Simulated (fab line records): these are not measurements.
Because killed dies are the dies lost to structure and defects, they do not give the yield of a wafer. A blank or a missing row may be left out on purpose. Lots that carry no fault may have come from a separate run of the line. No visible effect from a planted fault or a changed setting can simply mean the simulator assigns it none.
fab line records + flow berkeley-cmos170
record:
- lots: 5
- wafers: 15
- last-day: 11
route steps=331 shown M2@282 V2@292
lots that met no fault: from a run of the same line without faults
start-h: start of the lot's first displayed wafer, in hours after the record's first day + wait-h: time in hours since the lot's previous step + " same as the row above + L1.1+2: several wafers, shown together as one row + - no value, or no start was given + * or withheld: withheld + < > ~ a bound
route shown NAME@n: NAME is a module with steps in the file, n the number in the route of the first one + usual: mean and standard deviation over wafers with no fault + same: alike in all rows + chamber/n: place in a boat + sites: the reading at each site + _std_site: standard deviation across them + _edge_site: the outer-site mean with the inner-site mean subtracted + radius-mm: how far each site lies from the wafer's centre + mask NAME#n: copy n + behind: the last tool/chamber to shape the wafer + hold: why the lot was held/for how many hours/how that ended + device: which transistor (n, p or np) failed to switch + end of line: the tests these same wafers got at the end of their route + for a step that has no rows: nothing shown but its recipe + killed: at the first sort, the dies lost to defects and structure; wafer yield is something else + map: a wafer's dies, marking killed ones x, the rest . and places with no die _
set.NAME: the run value of the setting; set.NAME@STEP: its run value at that earlier step + model.NAME: the simulator's own value behind a step, which no gauge read
a table for each step, a row for each wafer; lots at some steps of the route
services: from which hour (start-h, from the record's first day; less than 0 if before it) a tool's chamber was out of use, for how many hours, and why
== steps ==
step: UCB170_M2_SOFTBAKE_11
recipe:
- resist: KrF
- temp-c: 130
- time-s: 60
step: UCB170_M2_EXPOSE_12
recipe:
- mask-id: METAL2
- target-cd-nm: 700
- na: 0.5
- sigma-outer: 0.6
- source-shape: conventional
- dose-mj: 26
step: UCB170_M2_PEB_13
recipe:
- peb-temp-c: 130
- peb-time-s: withheld
- resist: KrF
step: UCB170_M2_DEVELOP_14
recipe:
- developer: TMAH
- develop-time-s: 45
- resist: KrF
- dev-temp-c: 21
step: UCB170_M2_CD_MEAS_15
recipe:
- target-cd-nm: 700
usual:
- cd-nm: 700.0/1.3
| lot.wafer | tool      | chamber | start-h | wait-h | cd-nm |
|-----------|-----------|---------|---------|--------|-------|
| L550.1    | cd-sem-02 | -       | 188.57  | -      | 700.3 |
| L550.2    | "         | -       | "       | "      | 701.8 |
| L550.5    | "         | -       | "       | "      | 699.4 |
| L549.2    | cd-sem-02 | -       | 199.97  | -      | 698.8 |
| L549.4    | "         | -       | "       | "      | 698.6 |
| L549.6    | "         | -       | "       | "      | 698.6 |
| L563.1    | cd-sem-01 | -       | 237.46  | -      | 701.4 |
| L563.2    | "         | -       | "       | "      | 701.5 |
| L563.4    | "         | -       | "       | "      | 701.2 |
| L562.1    | cd-sem-02 | -       | 239.43  | -      | 698.6 |
| L562.3    | "         | -       | "       | "      | 698.3 |
| L562.6    | "         | -       | "       | "      | 699.2 |
| L569.1    | cd-sem-02 | -       | 264.92  | -      | 697.6 |
| L569.4    | "         | -       | "       | "      | 696.4 |
| L569.6    | "         | -       | "       | "      | 697.5 |
step: UCB170_M2_OVL_MEAS_16
usual:
- M2_OVL: 1/4.5
| lot.wafer | tool       | chamber | start-h | wait-h | M2_OVL[nm] |
|-----------|------------|---------|---------|--------|------------|
| L550.1    | overlay-02 | -       | 188.69  | 0.1    | 11         |
| L550.2    | "          | -       | "       | "      | 1          |
| L550.5    | "          | -       | "       | "      | 3          |
| L549.2    | overlay-01 | -       | 200.07  | 0.1    | -4         |
| L549.4    | "          | -       | "       | "      | -1         |
| L549.6    | "          | -       | "       | "      | 2          |
| L563.1    | overlay-01 | -       | 237.58  | 0.1    | 8          |
| L563.2    | "          | -       | "       | "      | 7          |
| L563.4    | "          | -       | "       | "      | 4          |
| L562.1    | overlay-02 | -       | 239.55  | 0.1    | -1         |
| L562.3    | "          | -       | "       | "      | 3          |
| L562.6    | "          | -       | "       | "      | 0          |
| L569.1    | overlay-02 | -       | 265.04  | 0.1    | 2          |
| L569.4    | "          | -       | "       | "      | 8          |
| L569.6    | "          | -       | "       | "      | 10         |
step: UCB170_M2_ETCH_17
recipe:
- chemistry: N2/H2
- target-depth-a: withheld
- overetch-a: withheld
- target: BARC
- time-s: withheld
- source-w: 500
- bias-w: 100
- pressure-mtorr: 30
- n2-flow-sccm: 100
- h2-flow-sccm: 200
usual:
- drypump-motor-current-A: 5.7/0.32
- oes-product-au: 1.004/0.012
- throttle-valve-pct: 13.30/0.22
| lot.wafer | tool        | chamber | start-h | wait-h | drypump-motor-current-A | oes-product-au | throttle-valve-pct |
|-----------|-------------|---------|---------|--------|-------------------------|----------------|--------------------|
| L550.1    | rie-diel-02 | 1       | 188.72  | 0.0    | 5.5                     | 0.991          | 13.62              |
| L550.2    | "           | 0       | "       | "      | 6.1                     | 1.012          | 13.60              |
| L550.5    | "           | 1       | "       | "      | 5.5                     | 1.005          | 13.62              |
| L549.2    | rie-diel-02 | 0       | 200.10  | 0.0    | 6.2                     | 1.019          | 13.59              |
| L549.4    | "           | 3       | "       | "      | 5.6                     | 1.006          | 13.05              |
| L549.6    | "           | 2       | "       | "      | 6.0                     | 1.007          | 13.41              |
| L563.1    | rie-diel-02 | 2       | 237.61  | 0.0    | 6.0                     | 1.000          | 13.39              |
| L563.2    | "           | 3       | "       | "      | 5.6                     | 1.005          | 13.08              |
| L563.4    | "           | 0       | "       | "      | 6.2                     | 1.015          | 13.60              |
| L562.1    | rie-diel-02 | 3       | 239.59  | 0.0    | 5.6                     | 1.001          | 13.06              |
| L562.3    | "           | 1       | "       | "      | 5.5                     | 0.991          | 13.61              |
| L562.6    | "           | 2       | "       | "      | 6.0                     | 0.999          | 13.39              |
| L569.1    | rie-diel-02 | 2       | 265.07  | 0.0    | 6.1                     | 0.991          | 13.42              |
| L569.4    | "           | 3       | "       | "      | 5.6                     | 1.005          | 13.07              |
| L569.6    | "           | 1       | "       | "      | 5.5                     | 0.998          | 13.63              |
step: UCB170_M2_METAL_ETCH_18
recipe:
- chemistry: Cl2/BCl3
- target: Al
- stop-on: SiO2
- pressure-mtorr: 12
- target-depth-a: 11700
- over-etch-frac: 0.3
- time-s: 195
- icp-w: 600
- bias-w: 120
- Cl2_flow_sccm: 90
- bcl3-flow-sccm: 45
usual:
- drypump-motor-current-A: 5.8/0.42
- oes-product-au: 0.863/0.014
- throttle-valve-pct: 24.45/0.12
| lot.wafer | tool         | chamber | start-h | wait-h | drypump-motor-current-A | oes-product-au | rf-hours-counter-h | throttle-valve-pct |
|-----------|--------------|---------|---------|--------|-------------------------|----------------|--------------------|--------------------|
| L550.1    | rie-metal-01 | 0       | 188.77  | -      | 5.7                     | 0.861          | 2                  | 24.23              |
| L550.2    | "            | 1       | "       | "      | 6.5                     | 0.860          | 7                  | 24.60              |
| L550.5    | "            | 1       | "       | "      | 6.5                     | 0.860          | -                  | 24.58              |
| L549.2    | rie-metal-02 | 0       | 200.15  | -      | 5.4                     | 0.897          | 10                 | 24.58              |
| L549.4    | "            | 0       | "       | "      | 5.4                     | 0.891          | -                  | 24.57              |
| L549.6    | "            | 1       | "       | "      | 5.9                     | 0.847          | -                  | 24.46              |
| L563.1    | rie-metal-03 | 0       | 237.66  | -      | 5.4                     | 0.858          | 9                  | 24.43              |
| L563.2    | "            | 1       | "       | "      | 6.2                     | 0.853          | 2                  | 24.46              |
| L563.4    | "            | 1       | "       | "      | 6.2                     | 0.860          | -                  | 24.47              |
| L562.1    | rie-metal-01 | 0       | 239.63  | -      | 5.7                     | 0.869          | 4                  | 24.23              |
| L562.3    | "            | 1       | "       | "      | 6.5                     | 0.862          | -                  | 24.59              |
| L562.6    | "            | 1       | "       | "      | 6.5                     | 0.871          | -                  | 24.59              |
| L569.1    | rie-metal-01 | 1       | 265.12  | -      | 6.5                     | 0.872          | 10                 | 24.58              |
| L569.4    | "            | 0       | "       | "      | 5.8                     | 0.851          | -                  | 24.24              |
| L569.6    | "            | 0       | "       | "      | 5.7                     | 0.874          | -                  | 24.22              |
step: UCB170_M2_STRIP_19
recipe:
- chemistry: O2
- power-w: 400
- pressure-mtorr: 3500
- platen-temp-c: withheld
- o2-flow-sccm: 400
- overash-fraction: 0.5
usual:
- drypump-motor-current-A: 6.1/0.39
- oes-product-au: 0.539/0.022
| lot.wafer | tool            | chamber | start-h | wait-h | drypump-motor-current-A | oes-product-au | rf-hours-counter-h |
|-----------|-----------------|---------|---------|--------|-------------------------|----------------|--------------------|
| L550.1    | plasma-asher-01 | 1       | 188.95  | 0.1    | 6.6                     | 0.537          | 52                 |
| L550.2    | "               | 0       | "       | "      | 5.5                     | 0.578          | 52                 |
| L550.5    | "               | 0       | "       | "      | 5.4                     | 0.577          | -                  |
| L549.2    | plasma-asher-01 | 0       | 200.33  | 0.1    | 5.5                     | 0.520          | 53                 |
| L549.4    | "               | 1       | "       | "      | 6.6                     | 0.527          | -                  |
| L549.6    | "               | 0       | "       | "      | 5.5                     | 0.543          | -                  |
| L563.1    | plasma-asher-03 | 1       | 237.84  | 0.1    | 6.1                     | 0.531          | 16                 |
| L563.2    | "               | 0       | "       | "      | 5.8                     | 0.500          | 16                 |
| L563.4    | "               | 1       | "       | "      | 6.1                     | 0.511          | -                  |
| L562.1    | plasma-asher-04 | 0       | 239.82  | 0.1    | 6.3                     | 0.534          | 48                 |
| L562.3    | "               | 0       | "       | "      | 6.3                     | 0.567          | -                  |
| L562.6    | "               | 1       | "       | "      | 6.6                     | 0.567          | -                  |
| L569.1    | plasma-asher-04 | 0       | 265.30  | 0.1    | 6.3                     | 0.568          | 51                 |
| L569.4    | "               | 1       | "       | "      | 6.6                     | 0.554          | -                  |
| L569.6    | "               | 1       | "       | "      | 6.6                     | 0.553          | -                  |
step: UCB170_M2_CD_MEAS_90
recipe:
- target-cd-nm: 700
usual:
- cd-nm: 698/4.4
| lot.wafer | tool      | chamber | start-h | wait-h | cd-nm |
|-----------|-----------|---------|---------|--------|-------|
| L550.1    | cd-sem-01 | -       | 189.13  | 0.1    | 696   |
| L550.2    | "         | -       | "       | "      | 701   |
| L550.5    | "         | -       | "       | "      | 700   |
| L549.2    | cd-sem-01 | -       | 200.45  | 0.1    | 698   |
| L549.4    | "         | -       | "       | "      | 694   |
| L549.6    | "         | -       | "       | "      | 704   |
| L563.1    | cd-sem-01 | -       | 237.94  | 0.1    | 694   |
| L563.2    | "         | -       | "       | "      | 695   |
| L563.4    | "         | -       | "       | "      | 695   |
| L562.1    | cd-sem-02 | -       | 239.92  | 0.1    | 694   |
| L562.3    | "         | -       | "       | "      | 699   |
| L562.6    | "         | -       | "       | "      | 700   |
| L569.1    | cd-sem-01 | -       | 265.41  | 0.1    | 694   |
| L569.4    | "         | -       | "       | "      | 696   |
| L569.6    | "         | -       | "       | "      | 698   |
step: UCB170_V2_CVD_00
recipe:
- material: SiO2
- target-thk-nm: 2000
- temp-c: 390
- precursor: TEOS/O2
- time-s: 250
- rf-w: 550
- pressure-mtorr: 9000
usual:
- heater-power-w: 240/46
| lot.wafer | tool     | chamber | start-h | wait-h | heater-power-w |
|-----------|----------|---------|---------|--------|----------------|
| L550.1    | pecvd-02 | 1       | 189.25  | 0.1    | 279            |
| L550.2    | "        | 2       | "       | "      | 211            |
| L550.5    | "        | 0       | "       | "      | 210            |
| L549.2    | pecvd-04 | 0       | 200.55  | 0.1    | 240            |
| L549.4    | "        | 1       | "       | "      | 161            |
| L549.6    | "        | 2       | "       | "      | 191            |
| L563.1    | pecvd-04 | 0       | 238.06  | 0.1    | 248            |
| L563.2    | "        | 1       | "       | "      | 226            |
| L563.4    | "        | 0       | "       | "      | 177            |
| L562.1    | pecvd-04 | 1       | 240.04  | 0.1    | 238            |
| L562.3    | "        | 2       | "       | "      | 274            |
| L562.6    | "        | 1       | "       | "      | 155            |
| L569.1    | pecvd-01 | 0       | 265.53  | 0.1    | 243            |
| L569.4    | "        | 1       | "       | "      | 213            |
| L569.6    | "        | 0       | "       | "      | 213            |
step: UCB170_V2_THK_MEAS_01
recipe:
- reads: SiO2_of_V2_CVD_00
usual:
- V2_TEOS_THK: 2007/26
| lot.wafer | tool          | chamber | start-h | wait-h | V2_TEOS_THK[nm] |
|-----------|---------------|---------|---------|--------|-----------------|
| L550.1    | film-metro-03 | -       | 189.41  | 0.1    | 2002            |
| L550.2    | "             | -       | "       | "      | 2023            |
| L550.5    | "             | -       | "       | "      | 2081            |
| L549.2    | film-metro-04 | -       | 200.72  | 0.1    | 1969            |
| L549.4    | "             | -       | "       | "      | 2004            |
| L549.6    | "             | -       | "       | "      | 1992            |
| L563.1    | film-metro-02 | -       | 238.22  | 0.1    | 1986            |
| L563.2    | "             | -       | "       | "      | 1980            |
| L563.4    | "             | -       | "       | "      | 2015            |
| L562.1    | film-metro-02 | -       | 240.20  | 0.1    | 1988            |
| L562.3    | "             | -       | "       | "      | 2020            |
| L562.6    | "             | -       | "       | "      | 2044            |
| L569.1    | film-metro-03 | -       | 265.76  | 0.2    | 1974            |
| L569.4    | "             | -       | "       | "      | 2011            |
| L569.6    | "             | -       | "       | "      | 2033            |
step: UCB170_V2_CMP_02
recipe:
- material: SiO2
- down-force-psi: 6
- platen-rpm: 60
- pad-velocity-m-s: 0.75398
usual:
- motor-current-A: 16.2/1.4
| lot.wafer | tool   | chamber | start-h | wait-h | motor-current-A | model.SiO2_of_V2_CVD_00.thk-nm |
|-----------|--------|---------|---------|--------|-----------------|--------------------------------|
| L550.1    | cmp-01 | 0       | 189.52  | 0.1    | 16.7            | 1000                           |
| L550.2    | "      | 1       | "       | "      | 15.5            | 1000                           |
| L550.5    | "      | 3       | "       | "      | 18.5            | 999.3                          |
| L549.4    | cmp-01 | 1       | 200.77  | 0.0    | 15.7            | 1350                           |
| L549.2    | "      | 3       | "       | "      | 17.2            | 999.7                          |
| L549.6    | "      | 2       | "       | "      | 17.1            | 1001                           |
| L563.2    | cmp-02 | 3       | 238.28  | 0.0    | 16.9            | 1000                           |
| L563.1    | "      | 0       | "       | "      | 16.1            | 999.4                          |
| L563.4    | "      | 2       | "       | "      | 13.3            | 999.8                          |
| L562.3    | cmp-02 | 2       | 240.31  | 0.1    | 14.0            | 999.6                          |
| L562.1    | "      | 3       | "       | "      | 17.4            | 999.5                          |
| L562.6    | "      | 2       | "       | "      | 13.7            | 1000                           |
| L569.1    | cmp-02 | 1       | 265.82  | 0.1    | 16.2            | 999.3                          |
| L569.4    | "      | 0       | "       | "      | 16.2            | 1000                           |
| L569.6    | "      | 1       | "       | "      | 15.3            | 1000                           |
step: UCB170_V2_BOW_MEAS_03
recipe:
- mode: bow
usual:
- V2_BOW: 37/7.2
| lot.wafer | tool          | chamber | start-h | wait-h | V2_BOW[um] |
|-----------|---------------|---------|---------|--------|------------|
| L550.1    | film-metro-04 | -       | 189.77  | 0.2    | 38         |
| L550.2    | "             | -       | "       | "      | 36         |
| L550.5    | "             | -       | "       | "      | 40         |
| L549.2    | film-metro-02 | -       | 201.15  | 0.2    | 40         |
| L549.4    | "             | -       | "       | "      | 40         |
| L549.6    | "             | -       | "       | "      | 28         |
| L563.1    | film-metro-04 | -       | 238.58  | 0.2    | 32         |
| L563.2    | "             | -       | "       | "      | 54         |
| L563.4    | "             | -       | "       | "      | 32         |
| L562.1    | film-metro-02 | -       | 240.56  | 0.1    | 31         |
| L562.3    | "             | -       | "       | "      | 43         |
| L562.6    | "             | -       | "       | "      | 31         |
| L569.1    | film-metro-04 | -       | 266.12  | 0.2    | 33         |
| L569.4    | "             | -       | "       | "      | 34         |
| L569.6    | "             | -       | "       | "      | 30         |
step: UCB170_V2_THK_MEAS_04
recipe:
- reads: SiO2_of_V2_CVD_00
usual:
- V2_POLISHED_THK: 999.7/1.2
| lot.wafer | tool          | chamber | start-h | wait-h | V2_POLISHED_THK[nm] |
|-----------|---------------|---------|---------|--------|---------------------|
| L550.1    | film-metro-04 | -       | 189.89  | 0.1    | 1000.7              |
| L550.2    | "             | -       | "       | "      | 1000.5              |
| L550.5    | "             | -       | "       | "      | 998.1               |
| L549.2    | film-metro-02 | -       | 201.26  | 0.1    | 999.7               |
| L549.4    | "             | -       | "       | "      | 1350.7              |
| L549.6    | "             | -       | "       | "      | 1000.4              |
| L563.1    | film-metro-04 | -       | 238.70  | 0.1    | 998.4               |
| L563.2    | "             | -       | "       | "      | 1000.9              |
| L563.4    | "             | -       | "       | "      | 1000.1              |
| L562.1    | film-metro-02 | -       | 240.68  | 0.1    | 999.9               |
| L562.3    | "             | -       | "       | "      | 999.4               |
| L562.6    | "             | -       | "       | "      | 1000.3              |
| L569.1    | film-metro-04 | -       | 266.24  | 0.1    | 1000.2              |
| L569.4    | "             | -       | "       | "      | 999.9               |
| L569.6    | "             | -       | "       | "      | 999.6               |
step: UCB170_V2_CLEAN_05
recipe:
- chemistry: DIW
step: UCB170_V2_HMDS_06
recipe:
- prime-time-s: 60
- prime-temp-c: 100
step: UCB170_V2_COAT_07
recipe:
- resist: KrF
- spin-rpm: 1500
- resist-thk-nm: 900
step: UCB170_V2_SOFTBAKE_08
recipe:
- resist: KrF
- temp-c: 130
- time-s: 60
step: UCB170_V2_EXPOSE_09
recipe:
- mask-id: VIA2
- target-cd-nm: 700
- na: 0.5
- sigma-outer: 0.6
- source-shape: conventional
- dose-mj: 36.7
step: UCB170_V2_PEB_10
recipe:
- peb-temp-c: 130
- peb-time-s: withheld
- resist: KrF
step: UCB170_V2_DEVELOP_11
recipe:
- developer: TMAH
- develop-time-s: 45
- resist: KrF
- dev-temp-c: 21
step: UCB170_V2_CD_MEAS_12
recipe:
- target-cd-nm: 700
usual:
- cd-nm: 699.9/1.2
| lot.wafer | tool      | chamber | start-h | wait-h | cd-nm |
|-----------|-----------|---------|---------|--------|-------|
| L550.1    | cd-sem-01 | -       | 192.66  | -      | 701.3 |
| L550.2    | "         | -       | "       | "      | 699.8 |
| L550.5    | "         | -       | "       | "      | 700.5 |
| L549.2    | cd-sem-01 | -       | 203.78  | -      | 698.9 |
| L549.4    | "         | -       | "       | "      | 696.5 |
| L549.6    | "         | -       | "       | "      | 698.9 |
| L563.1    | cd-sem-02 | -       | 242.10  | -      | 699.3 |
| L563.2    | "         | -       | "       | "      | 699.1 |
| L563.4    | "         | -       | "       | "      | 699.5 |
| L562.1    | cd-sem-01 | -       | 242.90  | -      | 701.5 |
| L562.3    | "         | -       | "       | "      | 701.2 |
| L562.6    | "         | -       | "       | "      | 702.6 |
| L569.1    | cd-sem-02 | -       | 267.87  | -      | 701.4 |
| L569.4    | "         | -       | "       | "      | 702.1 |
| L569.6    | "         | -       | "       | "      | 702.3 |
step: UCB170_V2_OVL_MEAS_13
usual:
- V2_OVL: 0/6
| lot.wafer | tool       | chamber | start-h | wait-h | V2_OVL[nm] |
|-----------|------------|---------|---------|--------|------------|
| L550.1    | overlay-02 | -       | 192.78  | 0.1    | 6          |
| L550.2    | "          | -       | "       | "      | 4          |
| L550.5    | "          | -       | "       | "      | 5          |
| L549.2    | overlay-01 | -       | 203.89  | 0.1    | 1          |
| L549.4    | "          | -       | "       | "      | -3         |
| L549.6    | "          | -       | "       | "      | 0          |
| L563.1    | overlay-01 | -       | 242.22  | 0.1    | -11        |
| L563.2    | "          | -       | "       | "      | -11        |
| L563.4    | "          | -       | "       | "      | -12        |
| L562.1    | overlay-01 | -       | 243.02  | 0.1    | 0          |
| L562.3    | "          | -       | "       | "      | 1          |
| L562.6    | "          | -       | "       | "      | -3         |
| L569.1    | overlay-01 | -       | 267.99  | 0.1    | 5          |
| L569.4    | "          | -       | "       | "      | 4          |
| L569.6    | "          | -       | "       | "      | 7          |
step: UCB170_V2_ETCH_14
recipe:
- chemistry: CHF3/CF4/Ar
- target: SiO2
- stop-on: Al
- CHF3_flow_sccm: 45
- cf4-flow-sccm: 15
- Ar_flow_sccm: 150
- pressure-mtorr: 200
- rf-w: 700
- target-depth-a: 12500
- over-etch-frac: 0.25
- time-s: 291
usual:
- drypump-motor-current-A: 5.9/0.46
- oes-product-au: 0.875/0.013
- throttle-valve-pct: 6.94/0.12
| lot.wafer | tool        | chamber | start-h | wait-h | drypump-motor-current-A | oes-product-au | rf-hours-counter-h | throttle-valve-pct | model.etch.depth-nm | model.V2.feature-depth-nm |
|-----------|-------------|---------|---------|--------|-------------------------|----------------|--------------------|--------------------|---------------------|---------------------------|
| L550.1    | rie-diel-01 | 1       | 192.82  | 0.0    | 5.7                     | 0.884          | 104                | 6.79               | 1000                | 1000                      |
| L550.2    | "           | 2       | "       | "      | 5.6                     | 0.893          | 13                 | 6.87               | 1000                | 1000                      |
| L550.5    | "           | 1       | "       | "      | 5.8                     | 0.871          | -                  | 6.80               | 999.3               | 999.4                     |
| L549.2    | rie-diel-03 | 1       | 203.92  | 0.0    | 5.6                     | 0.878          | 5                  | 6.87               | 999.7               | 999.7                     |
| L549.4    | "           | 0       | "       | "      | 6.2                     | 1.018          | 98                 | 6.93               | 1293                | 1293                      |
| L549.6    | "           | 0       | "       | "      | 6.2                     | 0.863          | -                  | 6.93               | 1001                | 1001                      |
| L563.1    | rie-diel-03 | 2       | 242.26  | 0.0    | 6.8                     | 0.894          | 20                 | 7.01               | 999.4               | 999.6                     |
| L563.2    | "           | 1       | "       | "      | 5.7                     | 0.876          | 7                  | 6.85               | 1000                | 1000                      |
| L563.4    | "           | 0       | "       | "      | 6.2                     | 0.871          | 101                | 6.93               | 999.8               | 1000                      |
| L562.1    | rie-diel-03 | 2       | 243.06  | 0.0    | 6.8                     | 0.887          | 20                 | 7.00               | 999.5               | 999.7                     |
| L562.3    | "           | 0       | "       | "      | 6.2                     | 0.871          | 101                | 6.91               | 999.6               | 1000                      |
| L562.6    | "           | 1       | "       | "      | 5.6                     | 0.874          | -                  | 6.84               | 1000                | 1000                      |
| L569.1    | rie-diel-04 | 3       | 268.03  | 0.0    | 5.9                     | 0.856          | 21                 | 7.15               | 999.3               | 999.3                     |
| L569.4    | "           | 2       | "       | "      | 5.3                     | 0.883          | 11                 | 6.95               | 1000                | 1000                      |
| L569.6    | "           | 0       | "       | "      | 5.6                     | 0.895          | -                  | 7.06               | 1000                | 1000                      |
step: UCB170_V2_STRIP_15
recipe:
- chemistry: O2
- power-w: 400
- pressure-mtorr: 3500
- platen-temp-c: withheld
- o2-flow-sccm: 400
- overash-fraction: 0.5
usual:
- drypump-motor-current-A: 6.1/0.37
- oes-product-au: 0.721/0.005
- strip-time-to-endpoint-s: 15.31/0.11
| lot.wafer | tool            | chamber | start-h | wait-h | drypump-motor-current-A | oes-product-au | rf-hours-counter-h | strip-time-to-endpoint-s |
|-----------|-----------------|---------|---------|--------|-------------------------|----------------|--------------------|--------------------------|
| L550.1    | plasma-asher-02 | 1       | 193.00  | 0.1    | 5.8                     | 0.717          | 42                 | 15.37                    |
| L550.2    | "               | 0       | "       | "      | 6.1                     | 0.734          | 42                 | 15.24                    |
| L550.5    | "               | 1       | "       | "      | 5.8                     | 0.716          | -                  | 15.30                    |
| L549.2    | plasma-asher-02 | 0       | 204.10  | 0.1    | 6.1                     | 0.726          | 44                 | 15.33                    |
| L549.4    | "               | 0       | "       | "      | 6.1                     | 0.722          | -                  | 15.00                    |
| L549.6    | "               | 0       | "       | "      | 6.1                     | 0.731          | -                  | 15.13                    |
| L563.1    | plasma-asher-04 | 0       | 242.44  | 0.1    | 6.3                     | 0.719          | 48                 | 15.31                    |
| L563.2    | "               | 1       | "       | "      | 6.6                     | 0.720          | 48                 | 15.40                    |
| L563.4    | "               | 1       | "       | "      | 6.6                     | 0.725          | -                  | 15.14                    |
| L562.1    | plasma-asher-04 | 0       | 243.23  | 0.1    | 6.3                     | 0.723          | 48                 | 15.23                    |
| L562.3    | "               | 0       | "       | "      | 6.3                     | 0.719          | -                  | 15.15                    |
| L562.6    | "               | 0       | "       | "      | 6.3                     | 0.718          | -                  | 15.30                    |
| L569.1    | plasma-asher-04 | 1       | 268.21  | 0.1    | 6.6                     | 0.723          | 51                 | 15.33                    |
| L569.4    | "               | 1       | "       | "      | 6.6                     | 0.715          | -                  | 15.25                    |
| L569.6    | "               | 1       | "       | "      | 6.6                     | 0.722          | -                  | 15.53                    |
== services ==
| tool            | chamber | start-h | hours | kind                           |
|-----------------|---------|---------|-------|--------------------------------|
| pecvd-04        | -       | 167.24  | 28.1  | pm                             |
| rie-diel-01     | 1       | 168.36  | 2.4   | repair                         |
| cmp-01          | -       | 171.17  | 0.8   | repair                         |
| rie-diel-04     | 0       | 173.74  | -     | clean                          |
| rie-diel-04     | 0       | 173.74  | 13.6  | scheduled-down                 |
| rie-diel-04     | 0       | 173.74  | 13.6  | vent-cycle                     |
| rie-diel-01     | 1       | 174.41  | 6.0   | repair                         |
| rie-diel-03     | 3       | 190.02  | 2.4   | repair                         |
| plasma-asher-01 | -       | 190.57  | 3.3   | repair                         |
| rie-diel-04     | 3       | 207.48  | 5.9   | repair                         |
| pecvd-02        | -       | 212.51  | 3.7   | repair                         |
| plasma-asher-04 | -       | 228.96  | 2.9   | repair                         |
| cmp-01          | -       | 232.00  | 4.0   | pm                             |
| cmp-02          | -       | 233.11  | 1.0   | repair                         |
| cmp-01          | -       | 235.85  | 1.0   | repair                         |
| cmp-01          | -       | 236.00  | -     | consumable-replace:conditioner |
| cmp-01          | -       | 236.00  | -     | consumable-replace:pad         |
| rie-metal-03    | -       | 237.84  | 2.8   | pm                             |
| rie-diel-02     | 3       | 239.65  | 14.5  | repair                         |
| rie-metal-02    | -       | 241.66  | 1.4   | pm                             |
| pecvd-02        | -       | 242.50  | 14.0  | pm                             |
| pecvd-04        | 0       | 250.82  | 6.6   | repair                         |
| pecvd-01        | 2       | 252.23  | 23.4  | repair                         |
| rie-metal-02    | 1       | 267.88  | 10.7  | repair                         |
== key ==
first-sign:
- step: UCB170_V2_THK_MEAS_04
- reading: V2_POLISHED_THK
- direction: up
- sigmas: 99+
- usual: 999.7
- struck: 1350.7
effect:
- step: UCB170_V2_ETCH_14
- reading: oes-product-au
- direction: up
- sigmas: 11
- usual: 0.875
- struck: 1.018
model-effect:
- step: UCB170_V2_CMP_02
- value: SiO2_of_V2_CVD_00.thk-nm
- without: 998.6
- struck: 1350
model-effect:
- step: UCB170_V2_ETCH_14
- value: etch.depth-nm
- without: 998.6
- struck: 1293
met-at UCB170_V2_CMP_02
struck-wafers L549.4
later-rows-left-out L549.4
sort-left-out L549.4
onset-between 189.52 200.77
fault:
- kind: process-parameter-drift
- tool: cmp-01
- chamber: 1
- onset-h: 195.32
- steps: UCB170_V2_CMP_02
- channel: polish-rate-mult
- offset: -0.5
- shape: step
- end-h: 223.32
sort-left-out: the simulated sort isn't trusted on such a fault, so these wafers' sort isn't shown, and their yield isn't known
later-rows-left-out: the simulator's readings of these wafers behind a module that went badly wrong aren't trusted and aren't shown, but for the sort
